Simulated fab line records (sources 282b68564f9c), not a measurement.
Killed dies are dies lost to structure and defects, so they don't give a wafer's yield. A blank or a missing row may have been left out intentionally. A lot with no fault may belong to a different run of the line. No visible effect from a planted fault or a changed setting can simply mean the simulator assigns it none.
8D (eight disciplines) problem report, filled in by code || flow rit cmos || the parts of the form that need people (team, actions taken, sign-off) are left out

## 1. THE PROBLEM
At RIT_PRETRO_DEVELOP_05, developer temp C averages 25.31 C over 12 wafers from 4 lots, while fault-free wafers read 23.01 C, standard deviation 0.095. Measured from the usual mean, that is +24 standard deviations.
The step: develop time 68 s.
Seen first at day 6 00:00 on litho track-02, wafer L914.2. The record has a number at this step for 48 wafers belonging to 16 lots. Rule for "out" (also "out of limits"): further than 4 standard deviations from the usual mean. All remaining wafers that have a number are taken as sound.

## 2. WHAT IT IS, AND WHAT IT ISN'T
{"question": "which readings at this step", "is": "developer temp C", "is not": "-"}
{"question": "which lots", "is": "L914, L915, L916, L917", "is not": "L896, L897, L898, L899, L900, L902, L904, L905, L906, L907, L908, L909"}
{"question": "which wafers of those lots", "is": "all that have a number", "is not": "-"}
{"question": "read on which tools", "is": "litho track-02", "is not": "litho track-01, litho track-04"}
{"question": "when", "is": "from day 6 00:00", "is not": "up to then (36 sound wafers)"}

## 3. WHAT RULES OUT EACH SUSPECT
Counting: a tool at a process step up to the reading stays a suspect if it ran every lot that is out and no sound lot after the first of them.
- litho track-02 at RIT_PRETRO_DEVELOP_05 (develop time 68 s): kept. All lots that are out passed through it, beginning with L914 at day 6 00:00, and no sound lot followed; its final sound lot before that point was L907 at day 4 14:00. On those wafers its own readings are out: developer temp C.
After counting, what remains is litho track-02 at RIT_PRETRO_DEVELOP_05.

## 4. THE CAUSE (what the simulator had put in)
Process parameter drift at RIT_PRETRO_DEVELOP_05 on litho track-02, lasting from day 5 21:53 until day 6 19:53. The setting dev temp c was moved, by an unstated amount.
After counting, this tool was the only one left.

## 5. THE EFFECT CHAIN, in route order
Each row: a reading whose mean over the struck wafers that have a number lies more than 3 standard deviations from the usual. Only readings for which the record gives a usual standard deviation are gone through. hours: the time from each lot's start at the first step in this table that gives one to its start at this step, as a median over the lots. sigmas: the change in usual standard deviations.
{"hours": 0, "step": "RIT_PRETRO_DEVELOP_05", "reading": "developer temp C", "usual": "23.01 C", "on struck wafers": 25.31, "change": "+2.30", "sigmas": "+24"}
Process steps it contains:
- RIT_PRETRO_DEVELOP_05: develop time 68 s.

## 6. HOW IT WOULD HAVE BEEN CAUGHT EARLIER
2 hours passed between the start of the fault at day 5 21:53 and the first reading out of limits in this record, taken at day 6 00:00.
